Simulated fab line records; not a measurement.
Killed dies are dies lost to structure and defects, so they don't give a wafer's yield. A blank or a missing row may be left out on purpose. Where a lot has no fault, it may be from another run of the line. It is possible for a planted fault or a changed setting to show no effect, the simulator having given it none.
The tool behind it: which one? ; flow rit-cmos ; 14 lots with 42 wafers sampled at 3 steps, on a route of 202 steps

== WHAT EACH GAUGE READ, for each wafer ==
RIT_WELLDRIVE_RS_MEAS_01: the measuring method here is four-point-probe. Usual: for NWELL_RS the level is 275.2 ohm/sq and the standard deviation is 0.75.
lot;measured;on;NWELL_RS (ohm/sq);flag
L146;day 2 04:34;film-metro-02;275.2 275.5 275.2;
L147;day 2 09:51;film-metro-02;274.8 275.5 275.0;
L148;day 2 14:56;film-metro-03;274.6 274.5 274.6;
L149;day 2 19:40;film-metro-02;273.9 274.2 273.9;
L150;day 2 23:35;film-metro-03;274.8 274.9 275.3;
L151;day 3 06:20;film-metro-02;275.1 274.6 274.6;
L153;day 3 15:35;film-metro-02;275.2 276.0 275.5;
L154;day 3 20:29;film-metro-01;274.8 274.8 274.1;
L155;day 4 01:29;film-metro-01;275.8 275.6 276.1;
L161;day 5 09:08;film-metro-02;320.3 319.8 320.8;OFF
L163;day 5 17:34;film-metro-02;320.7 321.4 320.9;OFF
L166;day 6 10:16;film-metro-02;274.4 273.8 274.8;
L168;day 6 17:35;film-metro-01;273.8 275.2 274.7;
L169;day 6 22:56;film-metro-02;275.5 275.6 275.3;

RIT_WELLDRIVE_RS_MEAS_02: the measuring method here is four-point-probe. Usual: for PWELL_RS the level is 429.4 ohm/sq and the standard deviation is 1.1.
lot;measured;on;PWELL_RS (ohm/sq);flag
L146;day 2 04:41;film-metro-02;428.6 427.9 429.2;
L147;day 2 09:58;film-metro-02;429.2 430.1 429.8;
L148;day 2 15:03;film-metro-03;428.1 427.8 428.9;
L149;day 2 19:47;film-metro-02;429.2 429.9 431.0;
L150;day 2 23:42;film-metro-03;428.9 429.2 429.1;
L151;day 3 06:28;film-metro-02;428.5 429.0 429.4;
L153;day 3 15:42;film-metro-02;430.6 429.7 430.9;
L154;day 3 20:37;film-metro-01;428.1 427.6 429.0;
L155;day 4 01:37;film-metro-01;429.5 430.4 430.1;
L161;day 5 09:15;film-metro-02;474.6 474.3 473.0;OFF
L163;day 5 17:41;film-metro-02;473.8 475.2 474.6;OFF
L166;day 6 10:23;film-metro-02;428.8 428.7 429.3;
L168;day 6 17:43;film-metro-01;430.9 431.5 430.3;
L169;day 6 23:04;film-metro-02;427.2 427.5 426.8;

== EACH LOT AND THE TOOL THAT RAN IT (in order: tool; ch and the chambers of the sampled wafers; start) ==
lot;RIT_WELLDRIVE_ANNEAL_00
L146;furnace-02 ch 0, day 1 23:26
L147;furnace-04 ch 0, day 2 04:45
L148;furnace-04 ch 0, day 2 09:50
L149;furnace-02 ch 0, day 2 14:35
L150;furnace-04 ch 0, day 2 18:29
L151;furnace-03 ch 0, day 3 01:16
L153;furnace-04 ch 0, day 3 10:28
L154;furnace-02 ch 0, day 3 15:22
L155;furnace-04 ch 0, day 3 20:22
L161;furnace-04 ch 0, day 5 04:02
L163;furnace-04 ch 0, day 5 12:29
L166;furnace-02 ch 0, day 6 05:07
L168;furnace-03 ch 0, day 6 12:30
L169;furnace-03 ch 0, day 6 17:50
- RIT_WELLDRIVE_ANNEAL_00: time 14700 s.

== AS READ BY THE TOOLS THEMSELVES (means over the sampled wafers that have a number; for cases with no such wafer, the mark the record gives instead) ==
RIT_WELLDRIVE_ANNEAL_00. Usual: run-length-s 18274 s, standard deviation 7.1; spike-tc-source-C 1126 C, standard deviation 3.5; zone-power-source-pct 44.5 %, standard deviation 1.9.
lot;tool;run-length-s (s);spike-tc-source-C (C);zone-power-source-pct (%);flag
L146;furnace-02;18263;1132;45.8;
L147;furnace-04;18273;1124;42.2;
L148;furnace-04;18274;1123;42.4;
L149;furnace-02;18273;1131;46.1;
L150;furnace-04;18274;1124;42.4;
L151;furnace-03;18280;1125;46.3;
L153;furnace-04;18290;1123;42.1;
L154;furnace-02;18265;1132;46.0;
L155;furnace-04;18274;1124;41.9;
L161;furnace-04;9454;1123;42.4;OFF
L163;furnace-04;9456;1123;42.3;OFF
L166;furnace-02;18259;1131;45.3;
L168;furnace-03;18278;1124;46.6;
L169;furnace-03;18283;1124;46.3;

== THE ANSWER, worked out from the rows above alone ==
Rule: lot off if the mean of its wafers having a number is beyond 3 standard deviations from the usual mean. A lot without any number at a reading at which 4 lots or more have one is off too. Any other lot the step has rows for is counted as sound. Order of review: gauges by route order, followed by the tools' own readings, for which a lot's mean as printed above is used. At the first step where some lot is off, the reading lying furthest off is the one used; lots without a number count as furthest.
Off: at RIT_WELLDRIVE_RS_MEAS_01 (NWELL_RS), L161, L163.
If a tool, at a process step before that reading, ran all the lots that are off and no sound lot after the first of them, it fits. The gauges at RIT_WELLDRIVE_RS_MEAS_01 aren't tried: what is off there is off at RIT_WELLDRIVE_ANNEAL_00 too, on other tools, and a gauge's error can't cause that. One fits: furnace-04 at RIT_WELLDRIVE_ANNEAL_00. Its last sound lot is L155 (day 3 20:22), its first lot that is off L161 (day 5 04:02): a fault that began between those two fits.
The tool's own readings at RIT_WELLDRIVE_ANNEAL_00 bear it out: on the lots that are off they differ by more than 5 times the standard deviation of the sound lots' means. run-length-s reads 9455 s there against 18274 s on the sound lots.

== WHAT THE SIMULATOR HAD INSERTED ==
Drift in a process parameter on furnace-04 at RIT_WELLDRIVE_ANNEAL_00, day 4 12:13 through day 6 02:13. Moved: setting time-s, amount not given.
Struck lots among those shown: L161, L163. This agrees with what the rule above found.
